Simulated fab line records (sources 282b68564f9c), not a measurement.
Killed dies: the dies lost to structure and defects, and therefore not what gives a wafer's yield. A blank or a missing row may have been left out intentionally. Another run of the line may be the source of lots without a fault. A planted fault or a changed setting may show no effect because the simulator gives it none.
fab line records -- flow rit_cmos
record: lots: 14, wafers: 42, last_day: 7
route steps=202 shown GATE@83 PLDD@124 PSD@147 SILICIDE@167 M1@202
lots that met no fault: taken from a fault-free run of the same line
start_h: start of the lot's first displayed wafer, in hours after the record's first day -- wait_h: hours elapsed since this lot's preceding step -- " as in the row above -- L1.1+2: a row that stands for several wafers -- - value missing, or start not given -- * or withheld: withheld -- < > ~ a bound
route shown NAME@n: names a module that has steps shown in the file, with the first one's number in the route -- usual: mean/standard deviation taken from wafers without a fault -- same: alike in all rows -- chamber/n: place in a boat -- sites: readings site by site -- _std_site: their standard deviation -- _edge_site: inner sites' mean taken away from outer sites' mean -- radius_mm: for every site, how far away it sits from the centre of the wafer -- mask NAME#n: copy n -- behind: the last tool/chamber to shape the wafer -- hold: what put the lot on hold/how long, in hours/how the hold closed -- device: the transistor (n, p or np) that didn't switch -- end of line: the same wafers' tests at the end of the route -- step lacking rows: just its recipe -- killed: not the wafer's yield, but the dies lost to structure and defects at the first sort -- map: shows each die of a wafer: x if killed, . if not, _ if none is there
set.NAME: the setting as run; set.NAME@STEP: as run at that earlier step -- model.NAME: the simulator's own value behind a step, which no gauge read
a sample of lots followed through the steps of the route, with each step as a table and each wafer as a row
== steps ==
step: RIT_GATE_THK_MEAS_07
recipe: reads: SiO2_of_GATE_OXIDATION_05
usual: GATE_OXIDE_THK: 3.00/0.06
lot.wafer,tool,chamber,start_h,wait_h,GATE_OXIDE_THK[nm]
L311.2,film_metro-01,-,56.06,0.0,2.96
L311.3,film_metro-01,-,56.06,0.0,3.09
L311.6,film_metro-01,-,56.06,0.0,2.99
L312.4,film_metro-04,-,67.69,0.0,2.93
L312.5,film_metro-04,-,67.69,0.0,3.01
L312.6,film_metro-04,-,67.69,0.0,2.87
L316.2,film_metro-03,-,83.82,0.0,2.95
L316.4,film_metro-03,-,83.82,0.0,2.97
L316.6,film_metro-03,-,83.82,0.0,2.88
L315.4,film_metro-04,-,83.84,0.0,2.92
L315.5,film_metro-04,-,83.84,0.0,2.95
L315.6,film_metro-04,-,83.84,0.0,2.92
L318.1,film_metro-04,-,90.88,0.0,3.06
L318.3,film_metro-04,-,90.88,0.0,3.11
L318.4,film_metro-04,-,90.88,0.0,3.08
L319.1,film_metro-01,-,90.88,0.0,3.06
L319.2,film_metro-01,-,90.88,0.0,3.13
L319.5,film_metro-01,-,90.88,0.0,3.12
L320.1,film_metro-03,-,110.02,0.0,3.06
L320.2,film_metro-03,-,110.02,0.0,3.08
L320.6,film_metro-03,-,110.02,0.0,3.06
L321.1,film_metro-04,-,110.02,0.0,2.94
L321.5,film_metro-04,-,110.02,0.0,2.96
L321.6,film_metro-04,-,110.02,0.0,3.04
L324.3,film_metro-01,-,115.40,0.0,3.01
L324.4,film_metro-01,-,115.40,0.0,3.01
L324.5,film_metro-01,-,115.40,0.0,2.91
L325.3,film_metro-01,-,126.77,0.0,2.94
L325.4,film_metro-01,-,126.77,0.0,2.91
L325.5,film_metro-01,-,126.77,0.0,2.87
L328.3,film_metro-04,-,135.56,0.0,3.08
L328.4,film_metro-04,-,135.56,0.0,3.04
L328.6,film_metro-04,-,135.56,0.0,3.05
L329.3,film_metro-04,-,137.68,0.0,3.00
L329.4,film_metro-04,-,137.68,0.0,3.08
L329.5,film_metro-04,-,137.68,0.0,3.02
L330.4,film_metro-04,-,142.32,0.0,2.98
L330.5,film_metro-04,-,142.32,0.0,3.02
L330.6,film_metro-04,-,142.32,0.0,2.97
L332.3,film_metro-03,-,152.22,0.0,3.01
L332.5,film_metro-03,-,152.22,0.0,3.01
L332.6,film_metro-03,-,152.22,0.0,2.96
step: RIT_PLDD_TW_MEAS_10
usual: PLDD_TW: 2364/13
lot.wafer,tool,chamber,start_h,wait_h,PLDD_TW
L311.2,film_metro-01,-,68.73,0.1,2387
L311.3,film_metro-01,-,68.73,0.1,2390
L311.6,film_metro-01,-,68.73,0.1,2390
L312.4,film_metro-01,-,86.56,0.1,2358
L312.5,film_metro-01,-,86.56,0.1,2376
L312.6,film_metro-01,-,86.56,0.1,2364
L316.2,film_metro-01,-,93.55,0.1,2369
L316.4,film_metro-01,-,93.55,0.1,2372
L316.6,film_metro-01,-,93.55,0.1,2361
L315.4,film_metro-01,-,96.30,0.1,2391
L315.5,film_metro-01,-,96.30,0.1,2383
L315.6,film_metro-01,-,96.30,0.1,2378
L318.1,film_metro-03,-,106.80,0.1,2362
L318.3,film_metro-03,-,106.80,0.1,2377
L318.4,film_metro-03,-,106.80,0.1,2390
L319.1,film_metro-02,-,106.95,0.1,2341
L319.2,film_metro-02,-,106.95,0.1,2346
L319.5,film_metro-02,-,106.95,0.1,2335
L320.1,film_metro-01,-,122.02,0.1,2381
L320.2,film_metro-01,-,122.02,0.1,2370
L320.6,film_metro-01,-,122.02,0.1,2373
L321.1,film_metro-03,-,122.29,0.1,2355
L321.5,film_metro-03,-,122.29,0.1,2375
L321.6,film_metro-03,-,122.29,0.1,2366
L324.3,film_metro-01,-,131.46,0.1,2372
L324.4,film_metro-01,-,131.46,0.1,2372
L324.5,film_metro-01,-,131.46,0.1,2385
L325.3,film_metro-03,-,136.68,0.1,2354
L325.4,film_metro-03,-,136.68,0.1,2362
L325.5,film_metro-03,-,136.68,0.1,2357
L328.3,film_metro-02,-,145.26,0.1,2348
L328.4,film_metro-02,-,145.26,0.1,2349
L328.6,film_metro-02,-,145.26,0.1,2359
L329.3,film_metro-03,-,149.32,0.1,2355
L329.4,film_metro-03,-,149.32,0.1,2367
L329.5,film_metro-03,-,149.32,0.1,2362
L330.4,film_metro-02,-,153.93,0.1,2353
L330.5,film_metro-02,-,153.93,0.1,2361
L330.6,film_metro-02,-,153.93,0.1,2360
L332.3,film_metro-02,-,161.52,0.1,2359
L332.5,film_metro-02,-,161.52,0.1,2357
L332.6,film_metro-02,-,161.52,0.1,2361
step: RIT_PSD_DEVELOP_05
recipe: resist: NOVOLAK, develop_time_s: 50, dev_temp_c: 23
lot.wafer,tool,chamber,start_h,wait_h
L311.2+3+6,litho_track-04,0,73,-
L312.4+5+6,litho_track-02,0,91,-
L316.2+4+6,litho_track-02,0,99,-
L315.4+5+6,litho_track-02,0,112,-
L318.1+3+4,litho_track-03,0,112,-
L319.1+2+5,litho_track-04,0,113,-
L320.1+2+6,litho_track-04,0,126,-
L321.1+5+6,litho_track-02,0,127,-
L324.3+4+5,litho_track-03,0,136,-
L325.3+4+5,litho_track-02,0,141,-
L328.3+4+6,litho_track-02,0,150,-
L329.3+4+5,litho_track-02,0,154,-
L330.4+5+6,litho_track-02,0,158,-
L332.3+5+6,litho_track-04,0,166,-
step: RIT_PSD_TW_MEAS_10
usual: PSD_TW: 3446/19
lot.wafer,tool,chamber,start_h,wait_h,PSD_TW
L311.2,film_metro-01,-,74.24,0.1,3449
L311.3,film_metro-01,-,74.24,0.1,3468
L311.6,film_metro-01,-,74.24,0.1,3448
L312.4,film_metro-01,-,92.25,0.1,3464
L312.5,film_metro-01,-,92.25,0.1,3448
L312.6,film_metro-01,-,92.25,0.1,3464
L316.2,film_metro-02,-,100.29,0.1,3431
L316.4,film_metro-02,-,100.29,0.1,3432
L316.6,film_metro-02,-,100.29,0.1,3412
L315.4,film_metro-03,-,113.09,0.1,3457
L315.5,film_metro-03,-,113.09,0.1,3464
L315.6,film_metro-03,-,113.09,0.1,3422
L318.1,film_metro-02,-,113.66,0.1,3432
L318.3,film_metro-02,-,113.66,0.1,3417
L318.4,film_metro-02,-,113.66,0.1,3409
L319.1,film_metro-02,-,113.81,0.1,3424
L319.2,film_metro-02,-,113.81,0.1,3428
L319.5,film_metro-02,-,113.81,0.1,3443
L320.1,film_metro-02,-,127.43,0.1,3442
L320.2,film_metro-02,-,127.43,0.1,3452
L320.6,film_metro-02,-,127.43,0.1,3445
L321.1,film_metro-02,-,128.44,0.1,3447
L321.5,film_metro-02,-,128.44,0.1,3451
L321.6,film_metro-02,-,128.44,0.1,3443
L324.3,film_metro-01,-,137.14,0.1,3481
L324.4,film_metro-01,-,137.14,0.1,3455
L324.5,film_metro-01,-,137.14,0.1,3444
L325.3,film_metro-02,-,142.33,0.1,3463
L325.4,film_metro-02,-,142.33,0.1,3433
L325.5,film_metro-02,-,142.33,0.1,3452
L328.3,film_metro-03,-,150.75,0.1,3427
L328.4,film_metro-03,-,150.75,0.1,3440
L328.6,film_metro-03,-,150.75,0.1,3463
L329.3,film_metro-01,-,155.12,0.1,30
L329.4,film_metro-01,-,155.12,0.1,30
L329.5,film_metro-01,-,155.12,0.1,30
L330.4,film_metro-03,-,159.57,0.1,30
L330.5,film_metro-03,-,159.57,0.1,30
L330.6,film_metro-03,-,159.57,0.1,30
L332.3,film_metro-02,-,166.98,0.1,3469
L332.5,film_metro-02,-,166.98,0.1,3458
L332.6,film_metro-02,-,166.98,0.1,3456
step: RIT_SILICIDE_RTA_06
recipe: temp_c: 750, time_s: 10, idle_temp_c: 25, ramp_up_s: 5, ramp_down_s: 10, cool_to_c: 25, ambient: N2
usual: chamber_o2_ppm: 2.000/0.022, wafer_temp_C_max: 755.0/0.94
lot.wafer,tool,chamber,start_h,wait_h,chamber_o2_ppm,wafer_temp_C_max
L311.2,rtp_anneal-02,0,75.66,0.0,2.005,755.8
L311.3,rtp_anneal-02,0,75.66,0.0,2.020,755.2
L311.6,rtp_anneal-02,0,75.66,0.0,2.004,757.9
L312.4,rtp_anneal-01,0,93.71,0.0,2.003,754.4
L312.5,rtp_anneal-01,0,93.71,0.0,2.029,754.5
L312.6,rtp_anneal-01,0,93.71,0.0,2.022,753.9
L316.2,rtp_anneal-02,0,101.98,0.0,2.018,753.6
L316.4,rtp_anneal-02,0,101.98,0.0,2.002,754.6
L316.6,rtp_anneal-02,0,101.98,0.0,1.995,753.3
L315.4,rtp_anneal-02,0,114.99,0.0,1.984,756.1
L315.5,rtp_anneal-02,0,114.99,0.0,1.996,755.4
L315.6,rtp_anneal-02,0,114.99,0.0,2.037,753.7
L318.1,rtp_anneal-01,0,115.25,0.0,2.010,755.0
L318.3,rtp_anneal-01,0,115.25,0.0,2.039,755.5
L318.4,rtp_anneal-01,0,115.25,0.0,2.045,754.7
L319.1,rtp_anneal-02,0,115.26,0.0,1.983,754.8
L319.2,rtp_anneal-02,0,115.26,0.0,1.983,754.6
L319.5,rtp_anneal-02,0,115.26,0.0,1.978,755.8
L320.1,rtp_anneal-01,0,129.04,0.0,2.003,755.6
L320.2,rtp_anneal-01,0,129.04,0.0,2.015,754.7
L320.6,rtp_anneal-01,0,129.04,0.0,1.978,755.9
L321.1,rtp_anneal-02,0,130.06,0.0,2.022,755.2
L321.5,rtp_anneal-02,0,130.06,0.0,2.017,756.6
L321.6,rtp_anneal-02,0,130.06,0.0,1.988,754.8
L324.3,rtp_anneal-02,0,138.56,0.0,1.995,756.3
L324.4,rtp_anneal-02,0,138.56,0.0,2.004,754.8
L324.5,rtp_anneal-02,0,138.56,0.0,1.999,754.7
L325.3,rtp_anneal-02,0,143.78,0.0,2.020,754.5
L325.4,rtp_anneal-02,0,143.78,0.0,2.029,753.0
L325.5,rtp_anneal-02,0,143.78,0.0,2.025,755.4
L328.3,rtp_anneal-01,0,152.17,0.0,1.968,754.8
L328.4,rtp_anneal-01,0,152.17,0.0,2.032,754.2
L328.6,rtp_anneal-01,0,152.17,0.0,1.996,754.3
L329.3,rtp_anneal-02,0,156.53,0.0,2.013,755.7
L329.4,rtp_anneal-02,0,156.53,0.0,2.005,756.2
L329.5,rtp_anneal-02,0,156.53,0.0,2.040,756.2
L330.4,rtp_anneal-01,0,160.99,0.0,2.002,754.2
L330.5,rtp_anneal-01,0,160.99,0.0,2.004,753.4
L330.6,rtp_anneal-01,0,160.99,0.0,1.967,754.1
L332.3,rtp_anneal-01,0,168.41,0.0,2.026,753.5
L332.5,rtp_anneal-01,0,168.41,0.0,1.982,755.2
L332.6,rtp_anneal-01,0,168.41,0.0,2.012,755.6
step: RIT_M1_PROBE_99
usual: killed_at_contacts: 0.1/0.25, killed_at_front_end: 7/3.1, killed_dies: 7/3.2, killed_on_rim: 1.9/1.5, killed_open: 3.3/2, killed_short: 3.5/2
same: gross_dies: 264, killed_at_M0_to_M3: 0, killed_at_M4_up: 0, killed_at_back_side: 0, killed_at_other: 0
lot.wafer,tool,chamber,start_h,wait_h,killed_at_contacts,killed_at_front_end,killed_dies,killed_on_rim,killed_open,killed_short
L311.2,prober-02,-,82.00,0.1,0,12,12,3,6,6
L311.3,prober-02,-,82.05,0.2,0,2,2,1,1,1
L311.6,prober-02,-,82.20,0.2,0,7,7,3,3,4
L321.1,prober-02,-,137.44,0.1,0,5,5,3,4,1
L321.5,prober-02,-,137.64,0.2,0,8,8,1,3,5
L321.6,prober-02,-,137.69,0.2,0,7,7,2,6,1
L325.3,prober-02,-,150.76,0.2,0,0,0,0,0,0
L325.4,prober-02,-,150.81,0.2,0,9,9,2,3,6
L325.5,prober-02,-,150.86,0.2,0,4,4,1,2,2
L328.3,prober-01,-,158.99,0.2,0,5,5,2,1,4
L328.4,prober-01,-,159.04,0.2,0,9,9,2,5,4
L328.6,prober-01,-,159.14,0.2,1,10,11,3,6,5
L329.3,prober-02,-,163.51,0.2,0,264,264,70,3,2
L329.4,prober-02,-,163.56,0.2,0,264,264,70,3,3
L329.5,prober-02,-,163.61,0.2,0,264,264,70,3,7
L330.4,prober-01,-,167.49,0.2,0,264,264,70,3,2
L330.5,prober-01,-,167.54,0.2,0,264,264,70,2,2
L330.6,prober-01,-,167.59,0.2,0,264,264,70,3,2
killed by level:class
L311.2 FOX1:geometric_particle:open=3 GATE:geometric_particle:short=3 SILICIDE:geometric_particle:short=2 FOX2:geometric_particle:open=1 FOX2:geometric_particle:short=1 GATE:geometric_particle:open=1 SILICIDE:geometric_particle:open=1
L311.3 GATE:geometric_particle:open=1 REOX:geometric_particle:short=1
L311.6 REOX:geometric_particle:short=2 REOX:geometric_particle:open=2 FOX2:geometric_particle:short=1 GATE:geometric_particle:short=1 SILICIDE:geometric_particle:open=1
L321.1 FOX1:geometric_particle:open=2 FOX1:geometric_particle:short=1 GATE:geometric_particle:open=1 SILICIDE:geometric_particle:open=1
L321.5 SPACER:geometric_particle:short=2 SILICIDE:geometric_particle:short=2 GATE:geometric_particle:open=1 GATE:geometric_particle:short=1 SPACER:geometric_particle:open=1 SILICIDE:geometric_particle:open=1
L321.6 GATE:geometric_particle:open=5 FOX1:geometric_particle:short=1 SILICIDE:geometric_particle:open=1
L325.4 GATE:geometric_particle:short=3 FOX1:geometric_particle:open=2 SILICIDE:geometric_particle:short=2 GATE:geometric_particle:open=1 SPACER:geometric_particle:short=1
L325.5 GATE:geometric_particle:open=2 FOX1:geometric_particle:short=1 GATE:geometric_particle:short=1
L328.3 GATE:geometric_particle:short=2 REOX:geometric_particle:short=2 REOX:geometric_particle:open=1
L328.4 REOX:geometric_particle:open=2 SILICIDE:geometric_particle:open=2 FOX2:geometric_particle:short=1 GATE:geometric_particle:open=1 REOX:geometric_particle:short=1 SPACER:geometric_particle:short=1 SILICIDE:geometric_particle:short=1
L328.6 FOX1:geometric_particle:open=2 GATE:geometric_particle:open=2 FOX1:geometric_particle:short=1 GATE:geometric_particle:short=1 REOX:geometric_particle:short=1 REOX:geometric_particle:open=1 SPACER:geometric_particle:open=1 SPACER:geometric_particle:short=1
L329.3 PSD:area_develop=259 GATE:geometric_particle:open=2 FOX2:geometric_particle:short=1 REOX:geometric_particle:short=1 SPACER:geometric_particle:open=1
L329.4 PSD:area_develop=258 SILICIDE:geometric_particle:short=3 REOX:geometric_particle:open=2 GATE:geometric_particle:open=1
L329.5 PSD:area_develop=254 GATE:geometric_particle:short=3 FOX2:geometric_particle:open=2 REOX:geometric_particle:short=2 SPACER:geometric_particle:short=2 SPACER:geometric_particle:open=1
L330.4 PSD:area_develop=259 FOX1:geometric_particle:short=1 FOX1:geometric_particle:open=1 FOX2:geometric_particle:open=1 GATE:geometric_particle:short=1 GATE:geometric_particle:open=1
L330.5 PSD:area_develop=260 FOX1:geometric_particle:open=1 FOX1:geometric_particle:short=1 GATE:geometric_particle:short=1 REOX:geometric_particle:open=1
L330.6 PSD:area_develop=259 GATE:geometric_particle:open=2 FOX1:geometric_particle:short=1 GATE:geometric_particle:short=1 SPACER:geometric_particle:open=1
== key ==
first_sign: step: RIT_PSD_TW_MEAS_10, reading: PSD_TW, direction: down, sigmas: 99+, usual: 3446, struck: 30
effect: step: RIT_M1_PROBE_99, reading: killed_at_front_end, direction: up, sigmas: 82, usual: 7, struck: 264
more_kills_born_at: RIT_PSD_DEVELOP_05@litho_track-02: 1549
met_at RIT_PSD_DEVELOP_05
struck_lots L329,L330
tester_left_out L329,L330
not_acting_at RIT_GATE_THK_MEAS_07,RIT_PLDD_TW_MEAS_10,RIT_SILICIDE_RTA_06
onset_between 150 154
fault: kind: process_parameter_drift, tool: litho_track-02, chamber: -, onset_h: 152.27, steps: RIT_PSD_DEVELOP_05, channel: develop_time_s, offset: *, shape: step, end_h: 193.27, acts_in: *, stated: *
tester_left_out: of these lots the tester's yield and bins aren't shown, on N5 and GAA mostly nor the transistor test; their killed dies are dies lost to structure and defects alone, not to doping, threshold or leakage, so they don't give the yield
